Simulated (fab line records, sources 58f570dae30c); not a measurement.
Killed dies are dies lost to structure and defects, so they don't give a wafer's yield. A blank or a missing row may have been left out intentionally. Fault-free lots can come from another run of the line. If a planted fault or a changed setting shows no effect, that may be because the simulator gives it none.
Chamber matching	flow berkeley cmos170	4 sister chambers for UCB170_ZERO_ETCH_06 on rie diel-04
The step etches SiO2 in CHF3/CF4/Ar, time 12 s. 4 wafers are shown with their chamber, then 7 later ones without.

== WAFERS, EACH WITH ITS CHAMBER ==
wafer	chamber	drypump motor current A (A)
L558.3	0	5.56
L558.6	2	5.98
L562.1	1	5.78
L562.4	3	6.47

== WAFERS MISSING THEIR CHAMBER ==
wafer	drypump motor current A (A)
L562.5	5.96
L568.1	5.54
L568.2	5.74
L568.4	5.56
L570.1	5.94
L570.4	5.57
L570.6	5.58

== THE CHAMBER EACH PASSED THROUGH ==
wafer	from the rows above	in truth
L562.5	2	2
L568.1	0	0
L568.2	1	1
L568.4	0	0
L570.1	2	2
L570.4	0	0
L570.6	0	0
Correctly placed: 7 of 7. Can't be placed from these rows: 0. Placed wrongly: 0.
How it was worked out, from the rows above alone: a wafer's distance from a chamber is the root of the sum, over the readings, of the square of ((its reading less the chamber's mean) divided by the reading's scatter). If the next closest chamber is less than 2 further off than the closest, the wafer can't be placed; otherwise it belongs to the closest. The mean given for a chamber averages the wafers shown for that chamber. The scatter: root of mean squared gap, hidden wafer to nearest shown wafer, with one shown wafer a chamber.
